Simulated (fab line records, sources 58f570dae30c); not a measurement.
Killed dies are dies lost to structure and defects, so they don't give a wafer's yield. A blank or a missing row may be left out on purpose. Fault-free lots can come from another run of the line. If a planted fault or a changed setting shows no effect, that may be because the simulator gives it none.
Comparing a struck lot with a sound one | flow berkeleyCmos170 | 14 out of 331 route steps
Sound: wafers L847.1, L847.3, L847.6. The struck wafers were L857.1, L857.2, L857.6. The cause is given at the end.
For every step that has rows: the tool of each side, followed by ch and its chambers, followed by its first start. Under that, the readings that differ: sound wafers | struck wafers | difference of the means | sigmas: that difference in standard deviations of wafers without a fault.
alike: words and numbers the same on both sides, and readings whose means are apart by under 2 such deviations; not compared: readings that were withheld, readings missing a value for some wafer, numbers with overlapping values and no deviation given by the record, and bounds like >300 which may hide the same value.
Wherever a step has rows on one side only, a row that says differs or no value, or a row with sigmas, the two part there. Non-overlapping numbers with no deviation appear without sigmas and do not part them. A reading missing from all wafers of one side parts the sides only when that side holds two or more wafers.

first, 1 step without rows for these wafers: UCB170_M3_PRE_CLEAN_00 (preclean etch time 60 s).
UCB170_M3_SPUTTER_01: material Al, target thk 900 nm, time 120 s.
  struck on pvdSputter-01, day 12 00:37; sound on pvdSputter-03, day 10 00:20
  alike: cathodeDcPowerW, throttleValvePct
UCB170_M3_RS_MEAS_02: the measuring method here is four-point-probe.
  struck on filmMetro-04, day 12 00:42; sound on filmMetro-02, day 10 00:47
  alike: M3_AL_RS
UCB170_M3_THK_MEAS_03: measures by xrf.
  struck on filmMetro-04, day 12 00:49; sound on filmMetro-02, day 10 00:54
  alike: M3_AL_THK
then, 3 steps without rows for these wafers: UCB170_M3_HMDS_04 (prime time 60 s); UCB170_M3_COAT_05 (resist thk 900 nm); UCB170_M3_SOFTBAKE_06 (time 60 s).
UCB170_M3_STRIP_07: strips in O2.
  sound on plasmaAsher-03 ch 0,1, day 10 01:25; struck on plasmaAsher-01 ch 0,1, day 12 01:59
  alike: drypumpMotorCurrentA, oesProductAu, stripTimeToEndpointS
  not compared: rfHoursCounterH
then, 4 steps without rows for these wafers: UCB170_M3_STRIP_08 (strips KrF in DMSO, time 600 s); UCB170_M3_COAT_09; UCB170_M3_COAT_10 (resist thk 900 nm); UCB170_M3_SOFTBAKE_11 (time 60 s).
UCB170_M3_EXPOSE_12: exposes mask METAL3, target cd 700 nm.
  sound on krfScanner-02 ch 0, day 10 02:08; struck on krfScanner-02, day 12 02:56
  no value came back on the struck wafers for exposureDoseMJCm2, focusOffsetNm (nm); on the sound wafers exposureDoseMJCm2 reads 25.973 25.958 25.962
  alike: mask
after that, 1 step had no rows for these wafers: UCB170_M3_PEB_13.

WHERE THEY PART
Only at UCB170_M3_EXPOSE_12, as far as this record shows.

WHY: what the simulator had put in
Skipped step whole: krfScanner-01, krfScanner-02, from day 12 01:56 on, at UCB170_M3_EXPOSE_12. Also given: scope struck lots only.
